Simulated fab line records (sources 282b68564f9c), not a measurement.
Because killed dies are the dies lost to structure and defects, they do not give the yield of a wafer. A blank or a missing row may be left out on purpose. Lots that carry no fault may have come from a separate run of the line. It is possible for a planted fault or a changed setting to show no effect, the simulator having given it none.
Which of the tools did it? :: flow rit-cmos :: 18 wafers from 6 lots sampled at 2 of the route's 202 steps

## WHAT THE GAUGES READ, wafer by wafer
RIT_PWELL_OVL_MEAS_06.
lot: L536
measured: day 2 16:01
on: overlay-01
PWELL_OVL (nm): 0.7 2.1 1.8

lot: L538
measured: day 3 00:50
on: overlay-01
PWELL_OVL (nm): -0.6 -0.5 0.4

lot: L541
measured: day 3 14:56
on: overlay-01
PWELL_OVL (nm): - - -

lot: L550
measured: day 5 13:04
on: overlay-01
PWELL_OVL (nm): 0.1 -0.4 1.1

lot: L552
measured: day 5 23:46
on: overlay-01
PWELL_OVL (nm): 0.9 1.2 -0.3

lot: L554
measured: day 6 07:29
on: overlay-01
PWELL_OVL (nm): -1.1 -1.6 -2.8

## TOOL THAT RAN EACH LOT (tool first, then ch and the chambers of the sampled wafers, then the start)
lot: L536
RIT_PWELL_EXPOSE_03: iline-stepper-01 ch 0, day 2 15:38

lot: L538
RIT_PWELL_EXPOSE_03: iline-stepper-01 ch 0, day 3 00:24

lot: L541
RIT_PWELL_EXPOSE_03: iline-stepper-01 ch 0, day 3 14:26

lot: L550
RIT_PWELL_EXPOSE_03: iline-stepper-01 ch 0, day 5 12:39

lot: L552
RIT_PWELL_EXPOSE_03: iline-stepper-01 ch 0, day 5 23:20

lot: L554
RIT_PWELL_EXPOSE_03: iline-stepper-01 ch 0, day 6 07:04
- RIT_PWELL_EXPOSE_03: exposes mask M3, target cd 43700 nm.

## THE ANSWER, worked out from the rows above alone
Rule: what is usual is taken from the lots themselves. Put in order of their means at a reading, lots are off if they are a third of the lots or fewer, leave a main group of 4 or more, and stand apart from it by a gap of 3 or more times the standard deviation of the main group's means; of several such gaps the widest counts. A main group is skipped when, at the precision printed for the reading in the tables above, its means are all equal. A lot without any number at a reading at which 4 lots or more have one is off too. All remaining lots with rows at the step are treated as sound.
Off: at RIT_PWELL_OVL_MEAS_06 (PWELL_OVL), L541. Without a number there: L541. Main group: mean 0.1 nm, sd 1.1.
A tool fits if, at a process step before that reading, it ran every lot that is off, and no sound lot after the first of them. The gauges at RIT_PWELL_OVL_MEAS_06 are tried like those tools. Of those tried, none fits.

## WHAT WAS PUT IN BY THE SIMULATOR
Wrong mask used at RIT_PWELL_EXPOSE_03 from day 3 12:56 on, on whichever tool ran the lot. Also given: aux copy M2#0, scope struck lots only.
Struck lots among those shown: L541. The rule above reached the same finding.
